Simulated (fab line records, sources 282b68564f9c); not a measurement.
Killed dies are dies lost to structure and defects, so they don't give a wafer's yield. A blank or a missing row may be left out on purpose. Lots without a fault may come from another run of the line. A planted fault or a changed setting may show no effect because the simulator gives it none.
fab line records | flow rit_cmos
record lots=6 wafers=18 last_day=6
route steps=202 shown GATE@96 REOX@98 NLDD@103
lots that met no fault: from a run of the same line without faults
start_h: hours from the record's first day to the start of the lot's first wafer shown | wait_h: hours since the lot's step before | " the same as in the row above | L1.1+2: a row that stands for several wafers | - no value, or no start given | * or withheld: withheld | < > ~ a bound
route shown NAME@n: a module of which the file shows steps, and the number in the route of the first | usual: mean/standard deviation of fault-free wafers | same: alike in all rows | chamber/n: place in a boat | sites: the reading at each site | _std_site: their standard deviation | _edge_site: outer sites' mean less inner sites' | radius_mm: how far each site lies from the wafer's centre | mask NAME#n: copy n | behind: the tool/chamber that last shaped the wafer | hold: why the lot was held/for how many hours/how that ended | device: the transistor (n, p or np) that didn't switch | end of line: the same wafers' tests at the end of the route | a step without rows: its recipe alone | killed: dies lost to structure and defects at the first sort, not the wafer's yield | map: a wafer's dies, x killed, . not, _ none there
set.NAME: the setting as run; set.NAME@STEP: as run at that earlier step | model.NAME: the simulator's own value behind a step, which no gauge read
lots at some steps of the route; a table a step, a row a wafer
services: from which hour (start_h, from the record's first day; less than 0 if before it) a tool's chamber was out of use, for how many hours, and why
## steps
# step RIT_GATE_STRIP_20
# recipe chemistry=O2 time_s=180 resist=NOVOLAK platen_temp_c=withheld power_w=500 pressure_mtorr=4000 o2_flow_sccm=4000
# usual drypump_motor_current_A=6.09/0.19
# columns lot.wafer tool chamber start_h wait_h drypump_motor_current_A rf_hours_counter_h
L321.1 plasma_asher-04 0 59.83 0.1 6.05 38
L321.4 " 0 " " 6.03 -
L321.6 " 0 " " 6.05 -
L322.1 plasma_asher-03 1 63.42 0.1 6.01 29
L322.2 " 0 " " 6.14 29
L322.4 " 1 " " 5.98 -
L323.1 plasma_asher-02 0 68.55 0.1 6.04 43
L323.3 " 0 " " 6.04 -
L323.5 " 1 " " 5.72 -
L332.1 plasma_asher-03 0 118.88 0.1 6.19 35
L332.5 " 1 " " 5.96 -
L332.6 " 0 " " 6.19 -
L333.3 plasma_asher-02 0 127.56 0.1 6.02 -
L333.4 " 1 " " 5.72 -
L333.6 " 1 " " 5.73 -
L335.1 plasma_asher-04 0 132.30 0.1 6.07 47
L335.3 " 0 " " 6.08 -
L335.6 " 1 " " 6.37 -
# step RIT_GATE_CD_MEAS_90
# recipe target_cd_nm=150
# usual cd_nm=148.9/2.1
# columns lot.wafer tool chamber start_h wait_h cd_nm
L321.1 cd_sem-01 - 60.01 0.1 148.1
L321.4 " - " " 148.2
L321.6 " - " " 150.9
L322.1 cd_sem-02 - 63.60 0.1 145.4
L322.2 " - " " 143.4
L322.4 " - " " 146.3
L323.1 cd_sem-01 - 68.72 0.1 148.4
L323.3 " - " " 147.6
L323.5 " - " " 147.0
L332.1 cd_sem-01 - 119.05 0.1 148.1
L332.5 " - " " 150.8
L332.6 " - " " 147.6
L333.3 cd_sem-02 - 127.72 0.1 148.7
L333.4 " - " " 148.6
L333.6 " - " " 148.3
L335.1 cd_sem-01 - 132.48 0.1 152.0
L335.3 " - " " 150.2
L335.6 " - " " 151.1
# step RIT_REOX_CLEAN_00
# recipe chemistry=SC1 mix=3:3:50 time_s=600 temp_c=76.21
# step RIT_REOX_CLEAN_01
# recipe chemistry=dHF dilution=50:1 time_s=30
# step RIT_REOX_CLEAN_02
# recipe chemistry=SC2 mix=3:3:50 time_s=600 temp_c=75 dry=n2_spin
# step RIT_REOX_OXIDATION_03
# recipe temp_c=900 ambient=O2 target_thk_a=252 ox_time_s=5580
# step RIT_REOX_THK_MEAS_04
# recipe reads=SiO2_of_REOX_OXIDATION_03
# usual REOX_OXIDE_THK=25.1/0.45
# columns lot.wafer tool chamber start_h wait_h REOX_OXIDE_THK[nm]
L321.1 film_metro-04 - 63.63 0.0 24.6
L321.4 " - " " 24.8
L321.6 " - " " 24.8
L322.1 film_metro-03 - 67.52 0.0 25.2
L322.2 " - " " 24.8
L322.4 " - " " 25.1
L323.1 film_metro-01 - 71.84 0.0 26.2
L323.3 " - " " 25.6
L323.5 " - " " 26.2
L332.1 film_metro-03 - 125.93 0.0 25.0
L332.5 " - " " 25.2
L332.6 " - " " 24.8
L333.3 film_metro-04 - 131.55 0.0 25.0
L333.4 " - " " 25.4
L333.6 " - " " 25.5
L335.1 film_metro-03 - 135.76 0.0 26.0
L335.3 " - " " 25.8
L335.6 " - " " 25.7
# step RIT_NLDD_HMDS_00
# recipe prime_time_s=60 prime_temp_c=140
# step RIT_NLDD_COAT_01
# recipe resist=NOVOLAK spin_rpm=3250 resist_thk_nm=1000
# step RIT_NLDD_SOFTBAKE_02
# recipe resist=NOVOLAK temp_c=90 time_s=60
# step RIT_NLDD_EXPOSE_03
# recipe mask_id=M7 na=0.57 target_cd_nm=40700 dose_mj=250
# step RIT_NLDD_PEB_04
# recipe resist=NOVOLAK temp_c=withheld time_s=withheld
# step RIT_NLDD_DEVELOP_05
# recipe resist=NOVOLAK develop_time_s=50 dev_temp_c=23
# usual chill_plate_temp_C=23.00/0.11 develop_time_s=50/0 exhaust_pa=44.9/1.1
# columns lot.wafer tool chamber start_h wait_h chill_plate_temp_C develop_time_s exhaust_pa
L321.1 litho_track-02 0 64 - 23.02 50 43.5
L321.4 " 0 " " 22.99 50 43.6
L321.6 " 0 " " 23.10 50 43.2
L322.1 litho_track-01 - 68 - - - -
L322.2 " - " " - - -
L322.4 " - " " - - -
L323.1 litho_track-03 - 72 - - - -
L323.3 " - " " - - -
L323.5 " - " " - - -
L332.1 litho_track-03 0 126 - 23.13 50 46.2
L332.5 " 0 127 - 23.02 50 47.4
L332.6 " 0 " " 22.99 50 45.9
L333.3 litho_track-03 0 132 - 22.97 50 43.4
L333.4 " 0 " " 22.86 50 43.6
L333.6 " 0 " " 23.03 50 45.1
L335.1 litho_track-01 0 136 - 23.08 50 46.6
L335.3 " 0 " " 23.09 50 44.9
L335.6 " 0 " " 23.06 50 45.7
# step RIT_NLDD_OVL_MEAS_06
# usual NLDD_OVL=-0.3/1.6
# columns lot.wafer tool chamber start_h wait_h NLDD_OVL[nm]
L321.1 overlay-01 - 64.54 - -2.4
L321.4 " - " " -2.6
L321.6 " - " " -3.1
L322.1 overlay-02 - 68.55 - -
L322.2 " - " " -
L322.4 " - " " -
L323.1 overlay-01 - 72.87 - -
L323.3 " - " " -
L323.5 " - " " -
L332.1 overlay-01 - 127.08 - 0.2
L332.5 " - " " 0.3
L332.6 " - " " 0.9
L333.3 overlay-01 - 132.67 - -0.9
L333.4 " - " " -1.4
L333.6 " - " " -0.1
L335.1 overlay-02 - 136.80 - -1.6
L335.3 " - " " -0.6
L335.6 " - " " -1.2
## services
# columns tool chamber start_h hours kind
plasma_asher-02 - 47.67 6.0 repair
litho_track-01 - 55.49 - consumable_replace:filter
plasma_asher-03 - 57.27 5.9 repair
plasma_asher-02 - 77.79 6.2 repair
plasma_asher-02 - 108.75 9.0 pm
plasma_asher-02 0 108.75 9.0 vent_cycle
plasma_asher-02 1 108.75 9.0 vent_cycle
plasma_asher-02 0 117.75 - clean
plasma_asher-02 1 117.75 - clean
## key
first_sign step=RIT_NLDD_DEVELOP_05 reading=tool_record direction=missing
effect none on later readings
met_at RIT_NLDD_DEVELOP_05
struck_wafers L322.1,L322.2,L322.4,L323.1,L323.3,L323.5
sort_left_out L322.1,L322.2,L322.4,L323.1,L323.3,L323.5
tester_left_out L322,L323
fault kind=skipped_step_whole tool=litho_track-01,litho_track-03 chamber=- onset_h=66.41 steps=RIT_NLDD_DEVELOP_05 scope=struck_lots_only
# tester_left_out: of these lots the tester's yield and bins aren't shown, on N5 and GAA mostly nor the transistor test; their killed dies are dies lost to structure and defects alone, not to doping, threshold or leakage, so they don't give the yield
# sort_left_out: the simulated sort isn't trusted on such a fault, so these wafers' sort isn't shown, and their yield isn't known
